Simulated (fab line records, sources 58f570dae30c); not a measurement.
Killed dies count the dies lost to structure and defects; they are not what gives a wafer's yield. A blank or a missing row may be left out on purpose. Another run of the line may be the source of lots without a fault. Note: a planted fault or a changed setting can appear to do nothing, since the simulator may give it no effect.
Split-lot trial | flow berkeley cmos170 | route with 331 steps; 5 lots, 23 wafers read

SPLIT DETAILS
At UCB170_PWELL_ANNEAL_04 (time 900 s), the setting time s was moved away from the recipe's 900 s on 20 of the 23 wafers read, by -14.7% to +14.2%. All remaining wafers had this setting at the recipe value.

FROM THE SPLIT TO THE READING: what the file shows between them, 2 steps
- UCB170_PWELL_STRIP_16: strips in O2 (also split here: overash fraction)
- UCB170_ACTIVE_CVD_05: deposits Si3N4 from SiH2Cl2/NH3, target thk 220 nm, time 3300 s (also split here: pressure mtorr)

THE READING
At UCB170_ACTIVE_THK_MEAS_06: ACTIVE_NITRIDE_THK, given in nm. Fault-free wafers of this fab line usually give 220.7 nm, standard deviation 2.2 nm.

wafer  | tool, chamber at the split | time s as run, s | against the recipe | ACTIVE_NITRIDE_THK, nm | against lot-mates on the recipe
L075.1 | -, -                       | 767.4            | -14.7%             | 212.6                  | no lot-mate on the recipe
L075.2 | -, -                       | 767.4            | -14.7%             | 212.9                  | no lot-mate on the recipe
L075.4 | -, -                       | 767.4            | -14.7%             | 212.9                  | no lot-mate on the recipe
L075.5 | -, -                       | 767.4            | -14.7%             | 213.1                  | no lot-mate on the recipe
L075.6 | -, -                       | 767.4            | -14.7%             | 214.1                  | no lot-mate on the recipe
L078.1 | -, -                       | 1028             | +14.2%             | 225.8                  | no lot-mate on the recipe
L078.3 | -, -                       | 1028             | +14.2%             | 227.2                  | no lot-mate on the recipe
L078.4 | -, -                       | 1028             | +14.2%             | 228.8                  | no lot-mate on the recipe
L078.5 | -, -                       | 1028             | +14.2%             | 227.6                  | no lot-mate on the recipe
L078.6 | -, -                       | 1028             | +14.2%             | 227.6                  | no lot-mate on the recipe
L080.1 | -, -                       | 958.5            | +6.5%              | 226.9                  | no lot-mate on the recipe
L080.2 | -, -                       | 958.5            | +6.5%              | 226.3                  | no lot-mate on the recipe
L080.4 | -, -                       | 958.5            | +6.5%              | 225.4                  | no lot-mate on the recipe
L080.5 | -, -                       | 958.5            | +6.5%              | 225.9                  | no lot-mate on the recipe
L080.6 | -, -                       | 958.5            | +6.5%              | 226.9                  | no lot-mate on the recipe
L084.1 | -, -                       | 795.1            | -11.7%             | 213.6                  | no lot-mate on the recipe
L084.2 | -, -                       | 795.1            | -11.7%             | 214.1                  | no lot-mate on the recipe
L084.3 | -, -                       | 795.1            | -11.7%             | 211.9                  | no lot-mate on the recipe
L084.5 | -, -                       | 795.1            | -11.7%             | 213.1                  | no lot-mate on the recipe
L084.6 | -, -                       | 795.1            | -11.7%             | 213.8                  | no lot-mate on the recipe
L083.3 | furnace-03, 0              | 900              | recipe             | 220.8                  | -
L083.4 | furnace-03, 0              | 900              | recipe             | 222.9                  | -
L083.5 | furnace-03, 0              | 900              | recipe             | 225.6                  | -

FIT RESULTS
A straight line over all 23 wafers: ACTIVE_NITRIDE_THK changes by +0.555 nm for each +1% of time s; r = +0.96; the points scatter about the line by 1.8 nm.
Too few moved wafers with a lot-mate on the recipe to fit a line net of each lot's own level.

THE WHOLE CHAIN: every reading that the file lists as answering this split, in the file's order
step                      | what it does                                                               | reading                                                                        | change (the file's fit)               | r (the file's)
UCB170_ACTIVE_CVD_05      | deposits Si3N4 from SiH2Cl2/NH3, target thk 220 nm, time 3300 s            | Si3N4_of_ACTIVE_CVD_05.thk nm (the simulator's own value, which no gauge read) | +0.556 nm for each +1% of the setting | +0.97
UCB170_ACTIVE_THK_MEAS_06 |                                                                            | ACTIVE_NITRIDE_THK                                                             | +0.555 for each +1% of the setting    | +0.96
UCB170_ACTIVE_ETCH_15     | etches Si3N4 in CH3F/Ar/O2, stops on SiO2, target depth 242 nm, time 151 s | etch.depth nm (the simulator's own value, which no gauge read)                 | +0.669 nm for each +1% of the setting | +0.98

FILE'S OWN FIT
ACTIVE_NITRIDE_THK changes by +0.555 nm for each +1% of time s, r = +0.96.
